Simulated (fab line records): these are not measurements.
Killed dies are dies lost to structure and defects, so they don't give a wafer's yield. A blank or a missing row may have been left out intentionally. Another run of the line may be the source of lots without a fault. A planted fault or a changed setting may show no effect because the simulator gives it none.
Which tool did it? + flow rit-cmos + 15 lots, 45 wafers sampled, at 2 steps of a route of 202

## WHAT EACH GAUGE READ, for each wafer
The record holds no reading of a measuring or inspecting step that can be judged against a usual standard deviation.

## WHAT TOOL EACH LOT RAN ON (gives the tool, then ch and the chambers of the sampled wafers, and finally the start)
| lot  | RIT_SILICIDE_RTA_04             | RIT_M1_PROBE_99        |
|------|---------------------------------|------------------------|
| L993 | rtp-anneal-02 ch 0, day 3 05:15 | -                      |
| L994 | rtp-anneal-01 ch 0, day 3 12:13 | -                      |
| L995 | rtp-anneal-02 ch 0, day 3 17:51 | -                      |
| L996 | rtp-anneal-01 ch 0, day 3 20:11 | -                      |
| L997 | rtp-anneal-02 ch 0, day 4 00:50 | -                      |
| L998 | rtp-anneal-01 ch 0, day 4 07:45 | -                      |
| L999 | rtp-anneal-02 ch 0, day 4 11:38 | -                      |
| L100 | rtp-anneal-01 ch 0, day 4 22:11 | prober-02, day 5 04:51 |
| L102 | rtp-anneal-01 ch 0, day 5 08:20 | prober-01, day 5 16:16 |
| L103 | rtp-anneal-01 ch 0, day 5 08:33 | -                      |
| L112 | rtp-anneal-01 ch 0, day 7 21:15 | -                      |
| L113 | rtp-anneal-01 ch 0, day 7 21:27 | -                      |
| L114 | rtp-anneal-02 ch 0, day 7 23:08 | -                      |
| L116 | rtp-anneal-01 ch 0, day 8 02:52 | -                      |
| L115 | rtp-anneal-02 ch 0, day 8 04:55 | -                      |
- RIT_SILICIDE_RTA_04: time 10 s, ramp up 5 s, ramp down 5 s.
- RIT_M1_PROBE_99

## WHAT THE TOOLS THEMSELVES READ (means of the sampled wafers that have a number; where no wafer has one, the mark that the record gives instead)
RIT_SILICIDE_RTA_04. Usual: anneal-temp-c-max 653.1, standard deviation 1.1; chamber-o2-ppm 1.997, standard deviation 0.02; wafer_temp_C_max 652.9, standard deviation 0.7.
| lot  | tool          | anneal-temp-c-max | chamber-o2-ppm | wafer_temp_C_max | flag |
|------|---------------|-------------------|----------------|------------------|------|
| L993 | rtp-anneal-02 | 654.0             | 2.019          | 652.7            |      |
| L994 | rtp-anneal-01 | 652.3             | 1.997          | 653.0            |      |
| L995 | rtp-anneal-02 | 654.6             | 1.967          | 652.7            |      |
| L996 | rtp-anneal-01 | 652.2             | 1.990          | 653.3            |      |
| L997 | rtp-anneal-02 | 654.8             | 2.003          | 652.6            |      |
| L998 | rtp-anneal-01 | 652.6             | 1.988          | 653.2            |      |
| L999 | rtp-anneal-02 | 653.9             | 1.974          | 652.6            |      |
| L100 | rtp-anneal-01 | 652.4             | 1.992          | 653.2            |      |
| L102 | rtp-anneal-01 | 652.9             | 2.016          | 653.0            |      |
| L103 | rtp-anneal-01 | 652.2             | 2.005          | 653.2            |      |
| L112 | rtp-anneal-01 | 652.1             | 2.000          | 653.3            |      |
| L113 | rtp-anneal-01 | 651.7             | 1.994          | 653.8            |      |
| L114 | rtp-anneal-02 | 653.4             | 1.979          | 652.6            |      |
| L116 | rtp-anneal-01 | 652.3             | 1.983          | 653.3            |      |
| L115 | rtp-anneal-02 | 653.3             | 1.977          | 652.6            |      |

RIT_M1_PROBE_99. Usual: killed_at_M0_to_M3 0.0, standard deviation 0.12; killed-at-contacts 0.1, standard deviation 0.23; killed-at-front-end 6.6, standard deviation 2.9; killed-dies 6.7, standard deviation 3; killed-open 3.5, standard deviation 2.1; killed-short 3.2, standard deviation 1.8.
| lot  | tool      | killed_at_M0_to_M3 | killed-at-contacts | killed-at-front-end | killed-dies | killed-open | killed-short | flag |
|------|-----------|--------------------|--------------------|---------------------|-------------|-------------|--------------|------|
| L100 | prober-02 | 0.0                | 0.0                | 6.7                 | 6.7         | 5.0         | 1.7          |      |
| L102 | prober-01 | 0.0                | 0.0                | 6.3                 | 6.3         | 3.7         | 2.7          |      |

## THE ANSWER, worked out from the rows above alone
Rule: a lot is off if the mean of its wafers that have a number lies more than 3 standard deviations from the usual mean. Also off: a lot with no number at a reading for which 4 or more lots have one. The other lots that the step has rows for count as sound. The gauges are gone through in route order, then the tools' own readings, and for those a lot's mean is taken as printed above. At the first step where some lot is off, the reading lying furthest off is the one used; lots without a number count as furthest.
Nothing can be told from this: no lot is off at any reading shown.

## WHAT HAD BEEN PUT IN BY THE SIMULATOR
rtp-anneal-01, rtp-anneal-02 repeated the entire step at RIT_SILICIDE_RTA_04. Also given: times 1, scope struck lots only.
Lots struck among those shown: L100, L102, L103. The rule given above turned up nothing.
